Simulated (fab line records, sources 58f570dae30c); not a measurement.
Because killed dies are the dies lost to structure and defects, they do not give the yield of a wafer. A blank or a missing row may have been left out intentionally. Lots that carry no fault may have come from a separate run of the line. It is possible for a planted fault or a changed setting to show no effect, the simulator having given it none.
8D (eight disciplines) problem report, filled in by code | flow berkeley_cmos170 | the parts of the form that need people (team, actions taken, sign-off) are left out

== 1. WHAT WENT WRONG ==
Mean PSD_RS at UCB170_SDANNEAL_RS_MEAS_02: 65.19 ohm/sq over 6 wafers in 2 lots; fault-free wafers: 75.56 ohm/sq, standard deviation 0.27. Measured from the usual mean, that is -38 standard deviations.
The step: measures by four-point-probe.
The first sign was on wafer L791.2 at day 11 03:04, on film_metro-04. The record holds 42 wafers of 14 lots with a number at this step. Rule for "out", or "out of limits": more than 4 standard deviations from the usual mean. The rest of the wafers with a number are treated as sound.

== 2. WHAT THIS IS AND IS NOT ==
question                    | is                           | is not
which readings at this step | PSD_RS                       | -
which lots                  | L791, L793                   | L778, L779, L780, L781, L782, L784, L785, L786, L789, L797, L798, L801
which wafers of those lots  | all that have a number       | -
read on which gauges        | film_metro-02, film_metro-04 | film_metro-03
when                        | from day 11 03:04            | up to then (27 sound wafers); but 9 sound wafers of L797, L798, L801 came after

== 3. SUSPECTS, AND WHAT RULES EACH OUT ==
Counting: a tool stays on the suspect list if, at a process step up to the reading, it processed all lots that are out and no sound lot following the first of them.
- the gauge at UCB170_SDANNEAL_RS_MEAS_02: ruled out. Those wafers that are out were read across 2 gauges (film_metro-02, film_metro-04).
- rtp_anneal-02 at UCB170_SDANNEAL_RTA_01 (time 5 s): kept. It ran every lot that is out, first L791 (day 11 03:00), and no sound lot after that; its last sound lot up to then is L789 (day 10 15:12). Out on those wafers are its own readings of lamp_power_pct, wafer_temp_C_max.
After counting, what remains is rtp_anneal-02 at UCB170_SDANNEAL_RTA_01.

== 4. THE CAUSE (what the simulator had put in) ==
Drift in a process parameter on rtp_anneal-02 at UCB170_SDANNEAL_RTA_01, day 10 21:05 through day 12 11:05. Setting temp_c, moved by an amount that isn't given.
Counting left only this tool.

== 5. THE CHAIN OF EFFECTS, in route order ==
One row per reading whose mean, taken over the struck wafers that have a number, lies over 3 standard deviations from the usual. Scope: only readings with a usual standard deviation given in the record; hours: median across lots of the time from each lot's start at the first step in this table that gives one to its start at this step; sigmas: change in usual standard deviations.
hours | step                       | reading          | usual         | on struck wafers | change | sigmas
0     | UCB170_SDANNEAL_RTA_01     | lamp_power_pct   | 34.1 %        | 36.8             | +2.7   | +5.9
0     | UCB170_SDANNEAL_RTA_01     | wafer_temp_C_max | 1055.1        | 1079.5           | +24.4  | +19
0     | UCB170_SDANNEAL_RS_MEAS_02 | PSD_RS           | 75.56 ohm/sq  | 65.19            | -10.37 | -38
0     | UCB170_SDANNEAL_RS_MEAS_03 | NSD_RS           | 37.29 ohm/sq  | 35.73            | -1.56  | -22
0     | UCB170_SDANNEAL_RS_MEAS_04 | PLDD_RS          | 1031.9 ohm/sq | 1010.2           | -21.7  | -9.0
Process steps it contains:
- UCB170_SDANNEAL_RTA_01: time 5 s.
At these later measuring or inspecting steps, every struck wafer for which the step has a row has a number for every such reading, and none has moved that far: UCB170_V2_THK_MEAS_04, UCB170_M3_THK_MEAS_03, UCB170_M3_CD_MEAS_90.

== 6. HOW IT WOULD HAVE BEEN CAUGHT EARLIER ==
Counted from the fault's start at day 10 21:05, it took 6 hours until the first out-of-limits reading at a measuring or inspecting step in this record, taken at day 11 03:04.
The tool's own readings at UCB170_SDANNEAL_RTA_01 were out on every struck wafer that the step has a row for (lamp_power_pct, wafer_temp_C_max): an alarm limit on them would have fired on the first of those.
Of the lots that are out (2), L793 began UCB170_SDANNEAL_RTA_01 on rtp_anneal-02 after day 11 03:04. Holding the tool at that time would have saved it.
